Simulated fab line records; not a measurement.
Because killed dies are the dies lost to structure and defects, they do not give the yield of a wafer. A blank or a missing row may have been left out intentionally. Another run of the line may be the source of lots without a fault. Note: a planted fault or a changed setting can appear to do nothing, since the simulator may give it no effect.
A lot that was struck, set against a sound lot | flow berkeley_cmos170 | 13 steps out of a route of 331
Sound: these wafers, L817.2, L817.3, L817.6. Wafers L807.1, L807.3, L807.4 were the ones struck. Last of all comes the cause.
Per side, at each step with rows, come the tool, then ch with its chambers, and then its first start. Under that, the readings that differ: sound wafers | struck wafers | difference of the means | sigmas: that difference in standard deviations of wafers without a fault.
alike: readings with means less than 2 such deviations apart, plus words and numbers identical on both sides. not compared: withheld readings, readings lacking a value on some wafer, bounds such as >300 that could conceal the same value, and numbers that have no deviation in the record and whose values overlap.
The two part at a step that has a row with sigmas, a row that says differs or no value, or rows on one side only. Non-overlapping numbers with no deviation appear without sigmas and do not part them. Lack of a reading on every wafer of one side parts them only where that side has two or more wafers.

UCB170_PWELL_OVL_MEAS_13:
  sound on overlay-02 at day 5 17:51; struck on overlay-02 at day 3 16:29
  alike: PWELL_OVL
UCB170_PWELL_ETCH_14: etches Si3N4 in CH3F/Ar/O2, stops on SiO2, target depth 242 nm, time 151 s.
  sound on rie_diel-02 ch 2,3, day 5 17:53; struck on rie_diel-03 ch 0,1,2, day 3 16:31
  alike: CH3F_flow_sccm, O2_flow_sccm, drypump_motor_current_A, oes_product_au, throttle_valve_pct
  not compared: rf_hours_counter_h
following that, these wafers have no rows for 1 step: UCB170_PWELL_IMPLANT_15.
UCB170_PWELL_STRIP_16: strips in O2.
  sound on plasma_asher-03 ch 0, day 5 18:08; struck on plasma_asher-04 ch 0,1, day 3 16:47
  reading                     | sound       | struck      | difference | sigmas
  drypump_motor_current_A (A) | 6.2 6.2 6.2 | 5.4 5.7 5.4 | -0.7       | -2
  alike: oes_product_au, strip_time_to_endpoint_s
  not compared: rf_hours_counter_h
UCB170_PWELL_TW_MEAS_17:
  sound on film_metro-02 at day 5 18:15; struck on film_metro-01 at day 3 16:53
  alike: PWELL_TW
then, 5 steps without rows for these wafers: UCB170_PWELL_CLEAN_18 (cleans in SPM, time 600 s); UCB170_PWELL_WET_ETCH_19 (etches Si3N4 in H3PO4, time 14400 s); UCB170_PWELL_WET_ETCH_20 (etches SiO2 in BOE, time 22 s); UCB170_WELLDRIVE_CLEAN_00 (cleans in SPM, time 600 s); UCB170_WELLDRIVE_OXIDATION_01 (target thk 199 nm, ox time 9000 s).
UCB170_WELLDRIVE_THK_MEAS_02:
  sound on film_metro-01 at day 6 06:46; struck on film_metro-02 at day 4 02:25
  reading                  | sound       | struck      | difference | sigmas
  WELLDRIVE_OXIDE_THK (nm) | 196 197 195 | 202 205 202 | +7         | +2
then, 1 step without rows for these wafers: UCB170_WELLDRIVE_ANNEAL_03 (time 900 s).
UCB170_WELLDRIVE_WET_ETCH_04: etches SiO2 in BOE, time 120 s.
  sound on wet_bench-01 ch 3, day 6 11:32; struck on wet_bench-01 ch 2, day 4 07:22
  no value came back on the struck wafers for bath_heat_duty_pct (%), run_length_s (s); on the sound wafers bath_heat_duty_pct (%) reads 8.1 7.7 7.7
  reading                                          | sound | struck            | difference | sigmas
  model.SiO2_of_WELLDRIVE_OXIDATION_01.thk_nm (nm) | 0 0 0 | 202.3 205.3 201.9 | +203.2     |

== WHERE THEY PART ==
First at UCB170_PWELL_STRIP_16; last, within this record, at UCB170_WELLDRIVE_WET_ETCH_04.

WHY: whatever the simulator had introduced
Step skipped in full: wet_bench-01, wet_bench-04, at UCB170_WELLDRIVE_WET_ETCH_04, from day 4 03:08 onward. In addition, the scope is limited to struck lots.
